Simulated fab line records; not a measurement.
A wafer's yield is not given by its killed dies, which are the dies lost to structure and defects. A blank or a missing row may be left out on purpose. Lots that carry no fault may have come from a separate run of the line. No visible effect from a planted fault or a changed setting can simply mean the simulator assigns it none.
Lot-split experiment | flow berkeley-cmos170 | route with 331 steps; 5 lots, 23 wafers read

ABOUT THE SPLIT
At UCB170_M2_EXPOSE_12 (exposes mask METAL2, target cd 700 nm), the setting dose-mj was moved away from the recipe's 26 on 5 of the 23 wafers read, by +3.4% to +3.9%. All remaining wafers had this setting at the recipe value.

FROM THE SPLIT TO THE READING: what the file shows between them, 2 steps
- UCB170_M2_PEB_13
- UCB170_M2_DEVELOP_14: develop time 45 s

THE READING
Shown in nm: cd-nm at UCB170_M2_CD_MEAS_15, with target cd 700 nm. Typical for fault-free wafers on this fab line: 699.5 nm, with standard deviation 1.1 nm.

wafer  | tool, chamber at the split | dose-mj as run | against the recipe | cd-nm, nm | against lot-mates on the recipe
L074.1 | krf-scanner-01, 0          | 26             | recipe             | 701.7     | -
L074.2 | krf-scanner-01, 0          | 26             | recipe             | 701.5     | -
L074.5 | krf-scanner-01, 0          | 26             | recipe             | 700.8     | -
L078.1 | krf-scanner-01, 0          | 26             | recipe             | 701.4     | -
L078.3 | krf-scanner-01, 0          | 26.88          | +3.4%              | 695.4     | -6.3
L078.4 | krf-scanner-01, 0          | 26.88          | +3.4%              | 696.2     | -5.5
L078.5 | krf-scanner-01, 0          | 26.88          | +3.4%              | 694.3     | -7.4
L078.6 | krf-scanner-01, 0          | 26             | recipe             | 702.0     | -
L080.2 | krf-scanner-01, 0          | 26             | recipe             | 701.6     | -
L080.3 | krf-scanner-01, 0          | 26             | recipe             | 699.5     | -
L080.4 | krf-scanner-01, 0          | 26             | recipe             | 699.1     | -
L080.5 | krf-scanner-01, 0          | 26             | recipe             | 700.5     | -
L080.6 | krf-scanner-01, 0          | 26             | recipe             | 699.2     | -
L081.1 | krf-scanner-01, 0          | 26             | recipe             | 699.8     | -
L081.2 | krf-scanner-01, 0          | 26             | recipe             | 699.8     | -
L081.3 | krf-scanner-01, 0          | 26             | recipe             | 698.0     | -
L081.5 | krf-scanner-01, 0          | 27.02          | +3.9%              | 692.6     | -6.6
L081.6 | krf-scanner-01, 0          | 27.02          | +3.9%              | 692.0     | -7.2
L084.2 | krf-scanner-01, 0          | 26             | recipe             | 699.0     | -
L084.3 | krf-scanner-01, 0          | 26             | recipe             | 699.0     | -
L084.4 | krf-scanner-01, 0          | 26             | recipe             | 698.5     | -
L084.5 | krf-scanner-01, 0          | 26             | recipe             | 699.4     | -
L084.6 | krf-scanner-01, 0          | 26             | recipe             | 698.9     | -

FIT RESULTS
A straight line over all 23 wafers: cd-nm changes by -1.66 nm for each +1% of dose-mj; r = -0.90; the points scatter about the line by 1.3 nm.
The same after taking each lot's own level away (the mean of its wafers on the recipe; 23 wafers): -1.83 nm for each +1%; r = -0.97; scatter 0.69 nm.
On that fit, the largest move of dose-mj shifts the reading by 7.2 nm.
The span of the lots' own levels, 698.96 to 701.70 nm, comes to 2.5 times the standard deviation stated above.
The two slopes are in agreement: the lot-to-lot level therefore moves the slope only a little.
Check: -7.35 nm against its lot-mates is what the line predicts for one of the wafers moved furthest among these (+3.9%) when that wafer is left out of the fit. Against them it came out at -6.6 nm.

OTHER SPLITS APPLIED TO THESE WAFERS
These wafers also went through other splits before the reading. Each is held against what the fit with the lots' levels taken away leaves over:
other split on the same wafers     | wafers away from the commonest value | r with cd-nm (lot level and that fit taken away)
UCB170_PSD_IMPLANT_08 dose-cm2     | 5                                    | +0.15
UCB170_NSD_STRIP_09 power-w        | 5                                    | +0.30
UCB170_BACKSIDE_COAT_01 spin-rpm   | 11                                   | +0.32
UCB170_SILICIDE_SPUTTER_01 power-w | 5                                    | -0.03
UCB170_M1_SPUTTER_00 time-s        | 10                                   | +0.17
UCB170_M1_METAL_ETCH_12 bias-w     | 8                                    | -0.09

THE WHOLE CHAIN: every reading that the file lists as answering this split, in the file's order
step                 | what it does         | reading                                                   | change (the file's fit)              | r (the file's)
UCB170_M2_CD_MEAS_15 | target cd 700 nm     | cd-nm                                                     | -1.81 nm for each +1% of the setting | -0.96
UCB170_M2_ETCH_17    | etches BARC in N2/H2 | M2.cd-nm (the simulator's own value, which no gauge read) | -1.63 nm for each +1% of the setting | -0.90

THE FILE'S OWN FIT
cd-nm changes by -1.81 nm for each +1% of dose-mj, r = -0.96.
